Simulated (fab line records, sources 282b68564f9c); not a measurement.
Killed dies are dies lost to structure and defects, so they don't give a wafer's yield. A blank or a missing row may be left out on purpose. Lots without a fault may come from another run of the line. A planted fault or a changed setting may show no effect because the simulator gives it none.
Tool commonality check | flow rit_cmos | 12 lots, 36 wafers sampled

WHY IT WAS OPENED
At RIT_SDANNEAL_RS_MEAS_04 the reading PSD_RS is flagged on 2 of 12 lots. Wafers without a fault read 115.97 ohm/sq, standard deviation 0.28.
Rule: a lot is flagged when every wafer of it that has a number lies more than 4 standard deviations from that mean, or none has a number. The other lots count as sound.

lot  | measured    | on            | PSD_RS (ohm/sq), wafer by wafer | flag
L288 | day 3 06:04 | film_metro-03 | 115.88 115.83 116.40            |
L289 | day 3 10:35 | film_metro-03 | 115.48 115.70 115.67            |
L290 | day 3 15:55 | film_metro-03 | 115.98 116.03 116.22            |
L291 | day 3 21:59 | film_metro-01 | 115.62 116.07 115.90            |
L297 | day 5 05:20 | film_metro-04 | 121.42 121.56 120.92            | FLAGGED
L298 | day 5 10:38 | film_metro-04 | 116.00 115.87 116.18            |
L299 | day 5 15:58 | film_metro-01 | 121.49 121.53 121.16            | FLAGGED
L303 | day 6 12:41 | film_metro-03 | 116.00 116.18 116.12            |
L305 | day 7 03:52 | film_metro-01 | 115.73 115.86 115.82            |
L306 | day 7 14:16 | film_metro-03 | 116.13 115.96 116.08            |
L308 | day 7 21:53 | film_metro-01 | 116.08 116.28 116.06            |
L311 | day 8 15:26 | film_metro-04 | 115.86 116.06 115.63            |
The numbers of the flagged lots are 121.35 ohm/sq on average: +5.38 ohm/sq against the usual, or +19 standard deviations.

WHICH TOOL RAN EACH LOT
The record holds 1 process step before the reading, out of a route of 202 steps. In each cell: the tool, then ch and the chambers that the sampled wafers went through, then the start.
lot  | flag    | RIT_SDANNEAL_RTA_03
L288 |         | rtp_anneal-01 ch 0, day 3 06:00
L289 |         | rtp_anneal-02 ch 0, day 3 10:31
L290 |         | rtp_anneal-01 ch 0, day 3 15:51
L291 |         | rtp_anneal-02 ch 0, day 3 21:56
L297 | FLAGGED | rtp_anneal-02 ch 0, day 5 05:15
L298 |         | rtp_anneal-01 ch 0, day 5 10:34
L299 | FLAGGED | rtp_anneal-02 ch 0, day 5 15:54
L303 |         | rtp_anneal-01 ch 0, day 6 12:37
L305 |         | rtp_anneal-01 ch 0, day 7 03:47
L306 |         | rtp_anneal-01 ch 0, day 7 14:13
L308 |         | rtp_anneal-01 ch 0, day 7 21:49
L311 |         | rtp_anneal-01 ch 0, day 8 15:22
What these steps do:
- RIT_SDANNEAL_RTA_03: time 5 s.
- RIT_SDANNEAL_RS_MEAS_04: measures by four-point-probe.

FLAGGED OVER TOTAL, TOOL BY TOOL (the gauges that took the reading come last)
step                    | tool          | lots run | flagged | share of the flagged lots | sound lots run after its first flagged lot
RIT_SDANNEAL_RTA_03     | rtp_anneal-01 | 8        | 0       | none                      | -
RIT_SDANNEAL_RTA_03     | rtp_anneal-02 | 4        | 2       | all                       | 0
RIT_SDANNEAL_RS_MEAS_04 | film_metro-01 | 4        | 1       | some                      | 2 (L305,L308)
RIT_SDANNEAL_RS_MEAS_04 | film_metro-03 | 5        | 0       | none                      | -
RIT_SDANNEAL_RS_MEAS_04 | film_metro-04 | 3        | 1       | some                      | 2 (L298,L311)

WHAT THE TABLE ALLOWS
1 row of the table ran every flagged lot: rtp_anneal-02 at RIT_SDANNEAL_RTA_03.
- rtp_anneal-02 at RIT_SDANNEAL_RTA_03: 2 of its 4 lots flagged. Its last sound lot is L291 (day 3 21:56), its first flagged lot L297 (day 5 05:15): a fault that began between those two fits. Its own readings lie more than 4 standard deviations out on every wafer of the flagged lots: wafer_temp_C_max.
One tool is left: rtp_anneal-02 at RIT_SDANNEAL_RTA_03.

WHAT THE SIMULATOR HAD PUT IN
Process parameter drift: rtp_anneal-02, from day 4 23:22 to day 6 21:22, at RIT_SDANNEAL_RTA_03. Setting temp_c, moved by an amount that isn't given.
Lots struck among those shown: L297, L299. The rule above found the same.
